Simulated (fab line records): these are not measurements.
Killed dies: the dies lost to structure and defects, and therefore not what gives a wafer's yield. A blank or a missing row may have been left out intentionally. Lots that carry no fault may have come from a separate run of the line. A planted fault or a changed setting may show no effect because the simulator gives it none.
Which of the tools did it? + flow ritCmos + 48 wafers from 16 lots sampled at 2 of the route's 202 steps

WHAT EACH GAUGE READ, for each wafer
RIT_NSD_OVL_MEAS_06. Usual: for NSD_OVL the level is 0.2 nm and the standard deviation is 1.3.
| lot  | measured    | on         | NSD_OVL (nm)      | flag |
|------|-------------|------------|-------------------|------|
| L660 | day 3 05:46 | overlay-01 | 1.7 -0.7 1.1      |      |
| L661 | day 3 13:14 | overlay-01 | 1.7 0.8 -0.7      |      |
| L662 | day 3 19:22 | overlay-02 | 1.3 2.4 3.1       |      |
| L664 | day 4 02:46 | overlay-01 | 0.1 1.6 -0.2      |      |
| L665 | day 4 10:01 | overlay-01 | -0.2 0.2 -1.0     |      |
| L666 | day 4 15:14 | overlay-01 | -0.5 -0.9 0.2     |      |
| L667 | day 4 17:38 | overlay-01 | -1.4 -1.5 0.8     |      |
| L668 | day 4 21:49 | overlay-01 | -0.1 0.5 -2.1     |      |
| L669 | day 5 06:26 | overlay-01 | -1.5 -0.8 -2.0    |      |
| L670 | day 5 08:16 | overlay-01 | -0.9 -0.2 -0.4    |      |
| L672 | day 5 20:19 | overlay-01 | -0.9 -1.3 -0.7    |      |
| L674 | day 6 02:58 | overlay-02 | 421.7 420.2 422.2 | OFF  |
| L676 | day 6 13:23 | overlay-02 | 420.5 418.9 420.7 | OFF  |
| L677 | day 7 01:22 | overlay-02 | 419.9 420.2 421.4 | OFF  |
| L678 | day 7 05:55 | overlay-01 | 418.1 419.4 419.0 | OFF  |
| L682 | day 8 04:02 | overlay-02 | 0.3 2.9 1.3       |      |

WHAT TOOL EACH LOT RAN ON (gives the tool, then ch and the chambers of the sampled wafers, and finally the start)
| lot  | RIT_NSD_EXPOSE_03                 |
|------|-----------------------------------|
| L660 | ilineStepper-01 ch 0, day 3 05:25 |
| L661 | ilineStepper-01 ch 0, day 3 12:50 |
| L662 | ilineStepper-01 ch 0, day 3 18:59 |
| L664 | ilineStepper-02 ch 0, day 4 02:21 |
| L665 | ilineStepper-02 ch 0, day 4 09:37 |
| L666 | ilineStepper-01 ch 0, day 4 14:50 |
| L667 | ilineStepper-01 ch 0, day 4 17:15 |
| L668 | ilineStepper-02 ch 0, day 4 21:26 |
| L669 | ilineStepper-02 ch 0, day 5 06:02 |
| L670 | ilineStepper-02 ch 0, day 5 07:52 |
| L672 | ilineStepper-01 ch 0, day 5 19:55 |
| L674 | ilineStepper-02 ch 0, day 6 02:28 |
| L676 | ilineStepper-02 ch 0, day 6 12:59 |
| L677 | ilineStepper-02 ch 0, day 7 00:58 |
| L678 | ilineStepper-02 ch 0, day 7 05:31 |
| L682 | ilineStepper-01 ch 0, day 8 03:38 |
- RIT_NSD_EXPOSE_03: exposes mask M9, target cd 40700 nm.

AS READ BY THE TOOLS THEMSELVES (means over the sampled wafers that have a number; for cases with no such wafer, the mark the record gives instead)
RIT_NSD_EXPOSE_03. Usual: exposureDoseMJCm2 reads 249.96 (standard deviation 0.24).
| lot  | tool            | exposureDoseMJCm2 | flag |
|------|-----------------|-------------------|------|
| L660 | ilineStepper-01 | 250.00            |      |
| L661 | ilineStepper-01 | 249.88            |      |
| L662 | ilineStepper-01 | 249.67            |      |
| L664 | ilineStepper-02 | 250.07            |      |
| L665 | ilineStepper-02 | 250.05            |      |
| L666 | ilineStepper-01 | 250.27            |      |
| L667 | ilineStepper-01 | 249.73            |      |
| L668 | ilineStepper-02 | 250.52            |      |
| L669 | ilineStepper-02 | 249.87            |      |
| L670 | ilineStepper-02 | 249.77            |      |
| L672 | ilineStepper-01 | 250.41            |      |
| L674 | ilineStepper-02 | 249.89            |      |
| L676 | ilineStepper-02 | 249.77            |      |
| L677 | ilineStepper-02 | 250.00            |      |
| L678 | ilineStepper-02 | 249.86            |      |
| L682 | ilineStepper-01 | 250.06            |      |

THE ANSWER, worked out from the rows above alone
Rule: a lot counts as off when the mean over its wafers that have a number is more than 3 standard deviations away from the usual mean. A lot without any number at a reading at which 4 lots or more have one is off too. All remaining lots with rows at the step are treated as sound. Order of review: gauges by route order, followed by the tools' own readings, for which a lot's mean as printed above is used. At the first step where some lot is off, the reading lying furthest off is the one used; lots without a number count as furthest.
Off: at RIT_NSD_OVL_MEAS_06 (NSD_OVL), L674, L676, L677, L678.
If a tool, at a process step before that reading, ran all the lots that are off and no sound lot after the first of them, it fits. The gauges at RIT_NSD_OVL_MEAS_06 are tried like those tools. One candidate fits, namely ilineStepper-02 at RIT_NSD_EXPOSE_03. A fault onset in the window from L670 (day 5 07:52, its last sound lot) to L674 (day 6 02:28, its first lot off) fits.

WHAT THE SIMULATOR HAD PUT IN
Scanner matching overlay: ilineStepper-02, from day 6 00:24 on, at RIT_NSD_EXPOSE_03. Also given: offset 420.
Struck lots among those shown: L674, L676, L677, L678. The rule given above showed the same thing.
